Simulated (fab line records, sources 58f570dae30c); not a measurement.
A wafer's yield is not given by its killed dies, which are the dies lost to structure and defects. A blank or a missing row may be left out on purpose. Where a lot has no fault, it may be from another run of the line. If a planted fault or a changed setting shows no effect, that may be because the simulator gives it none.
Which of the tools did it? :: flow berkeley_cmos170 :: 13 lots (39 wafers sampled), 1 step of a 331-step route

WHAT EACH GAUGE READ, for each wafer
UCB170_SDANNEAL_RS_MEAS_05: measurement is done with a four-point probe.
lot: L975
measured: day 8 08:10
on: film_metro-02
NLDD_RS (ohm/sq): 615.5 614.3 612.8

lot: L976
measured: day 8 22:26
on: film_metro-03
NLDD_RS (ohm/sq): 616.5 617.7 617.8

lot: L979
measured: day 9 20:06
on: film_metro-03
NLDD_RS (ohm/sq): 614.1 615.2 614.5

lot: L977
measured: day 9 20:42
on: film_metro-03
NLDD_RS (ohm/sq): 617.4 619.2 616.1

lot: L978
measured: day 9 20:55
on: film_metro-01
NLDD_RS (ohm/sq): 616.9 616.9 615.1

lot: L982
measured: day 10 12:08
on: film_metro-01
NLDD_RS (ohm/sq): 618.3 617.8 618.3

lot: L981
measured: day 10 12:38
on: film_metro-02
NLDD_RS (ohm/sq): 618.3 618.5 618.6

lot: L985
measured: day 11 07:15
on: film_metro-02
NLDD_RS (ohm/sq): 615.1 616.0 616.7

lot: L984
measured: day 11 07:25
on: film_metro-03
NLDD_RS (ohm/sq): 616.4 617.0 617.0

lot: L987
measured: day 12 08:14
on: film_metro-02
NLDD_RS (ohm/sq): 615.6 616.9 616.6

lot: L988
measured: day 12 08:42
on: film_metro-03
NLDD_RS (ohm/sq): 618.1 618.5 618.5

lot: L991
measured: day 12 14:39
on: film_metro-02
NLDD_RS (ohm/sq): 614.6 615.8 614.0

lot: L998
measured: day 14 06:29
on: film_metro-03
NLDD_RS (ohm/sq): 617.3 615.5 614.4

WHAT TOOL EACH LOT RAN ON (gives the tool, then ch and the chambers of the sampled wafers, and finally the start)
There is no process step in the record ahead of these readings.

AS READ BY THE TOOLS THEMSELVES (means over the sampled wafers that have a number; for cases with no such wafer, the mark the record gives instead)
The record holds no such reading with a usual standard deviation.

THE ANSWER, worked out from the rows above alone
Rule: the lots themselves supply what counts as usual. The widest of any qualifying gaps counts: lots, ordered by their means at a reading, are off when they make up no more than a third of the lots, leave a main group of 4 or more, and stand apart from it by 3 or more times the standard deviation of that group's means. The tables above print the reading to a certain number of digits; a main group whose means all agree to those digits is not used. A lot without any number at a reading at which 4 lots or more have one is off too. Where the step has rows for the other lots, those lots are counted as sound. The gauges are gone through in route order, then the tools' own readings, and for those a lot's mean is taken as printed above. At the first step where some lot is off, the reading lying furthest off is the one used; lots without a number count as furthest.
Across all readings shown, no lot is off: no conclusion can be drawn from this.

WHAT THE SIMULATOR HAD PUT IN
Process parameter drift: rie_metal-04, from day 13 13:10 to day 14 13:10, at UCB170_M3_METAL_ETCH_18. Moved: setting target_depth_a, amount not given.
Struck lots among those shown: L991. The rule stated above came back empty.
